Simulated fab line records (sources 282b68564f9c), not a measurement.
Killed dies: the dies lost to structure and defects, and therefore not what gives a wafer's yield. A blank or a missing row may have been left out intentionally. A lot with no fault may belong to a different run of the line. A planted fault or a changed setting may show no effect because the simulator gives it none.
The tool behind it: which one?	flow rit-cmos	15 lots, 45 wafers sampled, at 2 steps of a route of 202

WHAT THE GAUGES READ, wafer by wafer
RIT_ACTIVE_CD_MEAS_11: the cd target is 1400 nm.
lot	measured	on	cd-nm (nm)
L483	day 1 20:16	cd-sem-02	1402.9 1400.7 1402.4
L484	day 2 00:26	cd-sem-02	1403.5 1402.7 1403.0
L485	day 2 05:26	cd-sem-02	1401.1 1401.3 1399.4
L486	day 2 10:26	cd-sem-01	1401.6 1403.5 1402.1
L487	day 2 16:01	cd-sem-01	1399.3 1401.4 1398.8
L488	day 2 20:35	cd-sem-01	1399.8 1400.8 1402.0
L489	day 3 02:03	cd-sem-02	1399.0 1398.9 1398.7
L492	day 3 16:26	cd-sem-02	1398.1 1400.7 1399.6
L494	day 4 02:28	cd-sem-01	1398.2 1399.8 1399.0
L495	day 4 07:29	cd-sem-01	1399.3 1398.3 1398.6
L496	day 4 12:26	cd-sem-01	1401.0 1401.7 1402.0
L498	day 4 22:28	cd-sem-01	1352.0 1394.1 1371.8
L499	day 5 03:29	cd-sem-02	1399.5 1387.6 1367.7
L501	day 5 13:35	cd-sem-02	1348.5 1392.5 1407.0
L505	day 6 09:43	cd-sem-01	1403.9 1401.4 1402.1

EACH LOT AND THE TOOL THAT RAN IT (in order: tool; ch and the chambers of the sampled wafers; start)
lot	RIT_ACTIVE_EXPOSE_08
L483	iline-stepper-02 ch 0, day 1 19:52
L484	iline-stepper-02 ch 0, day 2 00:02
L485	iline-stepper-02 ch 0, day 2 05:02
L486	iline-stepper-02 ch 0, day 2 10:02
L487	iline-stepper-02 ch 0, day 2 15:37
L488	iline-stepper-01 ch 0, day 2 20:11
L489	iline-stepper-01 ch 0, day 3 01:39
L492	iline-stepper-01 ch 0, day 3 16:02
L494	iline-stepper-02 ch 0, day 4 02:04
L495	iline-stepper-02 ch 0, day 4 07:05
L496	iline-stepper-02 ch 0, day 4 12:02
L498	iline-stepper-02 ch 0, day 4 22:04
L499	iline-stepper-02 ch 0, day 5 03:05
L501	iline-stepper-02 ch 0, day 5 13:11
L505	iline-stepper-01 ch 0, day 6 09:10
- RIT_ACTIVE_EXPOSE_08: exposes mask M1, target cd 1400 nm.

WHAT THE TOOLS THEMSELVES READ (means of the sampled wafers that have a number; where no wafer has one, the mark that the record gives instead)
RIT_ACTIVE_EXPOSE_08.
lot	tool	exposure-dose-mJ-cm2
L483	iline-stepper-02	224.95
L484	iline-stepper-02	225.17
L485	iline-stepper-02	225.07
L486	iline-stepper-02	225.11
L487	iline-stepper-02	225.00
L488	iline-stepper-01	225.04
L489	iline-stepper-01	224.86
L492	iline-stepper-01	224.93
L494	iline-stepper-02	224.80
L495	iline-stepper-02	224.92
L496	iline-stepper-02	225.19
L498	iline-stepper-02	219.57
L499	iline-stepper-02	215.17
L501	iline-stepper-02	212.26
L505	iline-stepper-01	225.24

THE ANSWER, worked out from the rows above alone
Rule: the usual values come from the lots themselves. The widest of any qualifying gaps counts: lots, ordered by their means at a reading, are off when they make up no more than a third of the lots, leave a main group of 4 or more, and stand apart from it by 3 or more times the standard deviation of that group's means. If all means in a main group match to the digits the tables above print for the reading, that group is not used. A lot without any number at a reading at which 4 lots or more have one is off too. The other lots that the step has rows for count as sound. First the gauges in route order, then the tools' own readings, where a lot's mean is used as printed above. The first step at which some lot is off is used, and at that step the reading that is off furthest; a lot without a number counts as furthest.
Off, at RIT_ACTIVE_CD_MEAS_11 on cd-nm: L498, L499, L501. For the main group the mean is 1400.7 nm and the standard deviation 1.5.
If a tool, at a process step before that reading, ran all the lots that are off and no sound lot after the first of them, it fits. The gauges at RIT_ACTIVE_CD_MEAS_11 aren't tried: what is off there is off at RIT_ACTIVE_EXPOSE_08 too, on other tools, and a gauge's error can't cause that. One fits: iline-stepper-02 at RIT_ACTIVE_EXPOSE_08. A fault onset in the window from L496 (day 4 12:02, its last sound lot) to L498 (day 4 22:04, its first lot off) fits.
On the lots that are off, the tool's own readings at RIT_ACTIVE_EXPOSE_08 differ by more than 5 times the standard deviation of the sound lots' means, which bears it out; exposure-dose-mJ-cm2 reads 215.67 there versus 225.02 on the sound lots.

WHAT THE SIMULATOR HAD PUT IN
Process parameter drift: iline-stepper-02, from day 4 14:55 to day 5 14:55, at RIT_ACTIVE_EXPOSE_08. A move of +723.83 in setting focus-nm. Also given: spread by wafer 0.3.
Lots struck among those shown: L498, L499, L501. The rule given above showed the same thing.
